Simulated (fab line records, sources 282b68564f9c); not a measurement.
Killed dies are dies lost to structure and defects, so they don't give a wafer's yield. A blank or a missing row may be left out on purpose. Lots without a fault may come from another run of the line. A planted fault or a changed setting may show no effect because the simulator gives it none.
Which tool did it? | flow rit_cmos | 14 lots, 42 wafers sampled, at 4 steps of a route of 202

WHAT THE GAUGES READ, wafer by wafer
RIT_NRETRO_OVL_MEAS_06.
lot  | measured    | on         | NRETRO_OVL (nm)
L568 | day 2 07:08 | overlay-02 | 0.4 -0.4 -1.6
L570 | day 2 16:22 | overlay-01 | 0.2 1.3 0.3
L572 | day 3 02:58 | overlay-01 | -0.6 0.8 -0.3
L573 | day 3 07:23 | overlay-02 | -0.3 -0.9 -0.2
L576 | day 3 21:20 | overlay-02 | 0.9 1.3 1.4
L578 | day 4 07:10 | overlay-01 | 1.1 -2.4 0.0
L582 | day 5 03:12 | overlay-01 | 0.4 -0.7 1.8
L583 | day 5 08:26 | overlay-01 | 0.4 2.1 0.2
L585 | day 5 18:33 | overlay-01 | -0.2 -0.9 0.7
L586 | day 5 23:38 | overlay-02 | 0.1 0.2 -0.8
L587 | day 6 04:44 | overlay-02 | 0.9 -1.3 -0.4
L588 | day 6 08:39 | overlay-01 | 1.3 2.1 0.0
L589 | day 6 14:39 | overlay-01 | 0.7 -1.0 0.9
L590 | day 6 18:53 | overlay-01 | 2.2 0.5 0.1

RIT_M1_OVL_MEAS_10.
lot  | measured    | on         | M1_OVL (nm)
L568 | day 3 08:07 | overlay-02 | -0.6 -0.7 -1.2
L570 | day 3 18:00 | overlay-01 | 1.2 1.3 1.0
L572 | day 4 04:25 | overlay-02 | 0.6 1.2 0.2
L573 | day 4 07:55 | overlay-02 | -0.6 -0.4 -0.6
L576 | day 4 22:05 | overlay-01 | -3.0 -3.9 -2.6
L578 | day 5 08:34 | overlay-01 | 0.2 1.3 1.6
L582 | day 6 04:44 | overlay-01 | 2.5 2.8 1.3
L583 | day 6 08:58 | overlay-02 | -0.9 -0.1 0.4
L585 | day 6 19:41 | overlay-02 | -1.1 -1.7 -1.0
L586 | day 7 00:47 | overlay-01 | 2.2 1.8 1.7
L587 | day 7 05:38 | overlay-01 | -3.2 -1.6 -1.6
L588 | day 7 12:42 | overlay-01 | 1.1 -0.7 0.8
L589 | day 7 17:11 | overlay-02 | -1.6 -2.0 -1.9
L590 | day 7 22:23 | overlay-01 | -1.2 -0.6 -0.2

WHICH TOOL RAN EACH LOT (tool, then ch and the chambers of the sampled wafers, then the start)
lot  | RIT_PWELL_STRIP_09                  | RIT_M1_SPUTTER_00
L568 | plasma_asher-03 ch 0,1, day 2 00:06 | pvd_sputter-02, day 3 06:31
L570 | plasma_asher-03 ch 0,1, day 2 09:56 | pvd_sputter-03, day 3 16:24
L572 | plasma_asher-02 ch 0,1, day 2 19:14 | pvd_sputter-03, day 4 02:53
L573 | plasma_asher-02 ch 0,1, day 3 00:50 | pvd_sputter-02, day 4 06:26
L576 | plasma_asher-02 ch 0,1, day 3 14:51 | pvd_sputter-03, day 4 20:29
L578 | plasma_asher-02 ch 0,1, day 4 00:24 | pvd_sputter-03, day 5 07:05
L582 | plasma_asher-02 ch 0,1, day 4 20:42 | pvd_sputter-04, day 6 03:16
L583 | plasma_asher-02 ch 1, day 5 02:00   | pvd_sputter-02, day 6 07:22
L585 | plasma_asher-04 ch 0,1, day 5 11:40 | pvd_sputter-02, day 6 18:13
L586 | plasma_asher-03 ch 0,1, day 5 16:23 | pvd_sputter-04, day 6 23:18
L587 | plasma_asher-03 ch 0,1, day 5 21:33 | pvd_sputter-02, day 7 04:00
L588 | plasma_asher-03 ch 0,1, day 6 02:13 | pvd_sputter-04, day 7 11:06
L589 | plasma_asher-02 ch 0,1, day 6 07:28 | pvd_sputter-02, day 7 15:43
L590 | plasma_asher-04 ch 0,1, day 6 12:22 | pvd_sputter-04, day 7 20:53
- RIT_PWELL_STRIP_09: strips in O2, time 180 s.
- RIT_M1_SPUTTER_00: material Al, target thk 400 nm, time 500 s.

WHAT THE TOOLS THEMSELVES READ (means of the sampled wafers that have a number; where no wafer has one, the mark that the record gives instead)
RIT_PWELL_STRIP_09.
lot  | tool            | drypump_motor_current_A (A)
L568 | plasma_asher-03 | 5.78
L570 | plasma_asher-03 | 5.80
L572 | plasma_asher-02 | 5.59
L573 | plasma_asher-02 | 5.59
L576 | plasma_asher-02 | 5.55
L578 | plasma_asher-02 | 5.59
L582 | plasma_asher-02 | 5.57
L583 | plasma_asher-02 | 5.56
L585 | plasma_asher-04 | 5.29
L586 | plasma_asher-03 | 5.62
L587 | plasma_asher-03 | 5.78
L588 | plasma_asher-03 | 5.64
L589 | plasma_asher-02 | 5.61
L590 | plasma_asher-04 | 5.29

RIT_M1_SPUTTER_00.
lot  | tool           | throttle_valve_pct (%)
L568 | pvd_sputter-02 | 30.8
L570 | pvd_sputter-03 | 30.4
L572 | pvd_sputter-03 | 31.7
L573 | pvd_sputter-02 | 31.3
L576 | pvd_sputter-03 | 31.7
L578 | pvd_sputter-03 | 30.2
L582 | pvd_sputter-04 | 29.8
L583 | pvd_sputter-02 | 30.5
L585 | pvd_sputter-02 | 31.4
L586 | pvd_sputter-04 | 29.9
L587 | pvd_sputter-02 | 30.4
L588 | pvd_sputter-04 | 29.6
L589 | pvd_sputter-02 | 31.2
L590 | pvd_sputter-04 | 29.9

THE ANSWER, worked out from the rows above alone
Rule: what is usual is taken from the lots themselves. Put in order of their means at a reading, lots are off if they are a third of the lots or fewer, leave a main group of 4 or more, and stand apart from it by a gap of 3 or more times the standard deviation of the main group's means; of several such gaps the widest counts. A main group whose means are all the same, to the digits that the tables above print for the reading, isn't used. A lot without any number at a reading at which 4 lots or more have one is off too. The other lots that the step has rows for count as sound. The gauges are gone through in route order, then the tools' own readings, and for those a lot's mean is taken as printed above. The first step at which some lot is off is used, and at that step the reading that is off furthest; a lot without a number counts as furthest.
No lot is off at any reading shown: from this, nothing can be told.

WHAT THE SIMULATOR HAD PUT IN
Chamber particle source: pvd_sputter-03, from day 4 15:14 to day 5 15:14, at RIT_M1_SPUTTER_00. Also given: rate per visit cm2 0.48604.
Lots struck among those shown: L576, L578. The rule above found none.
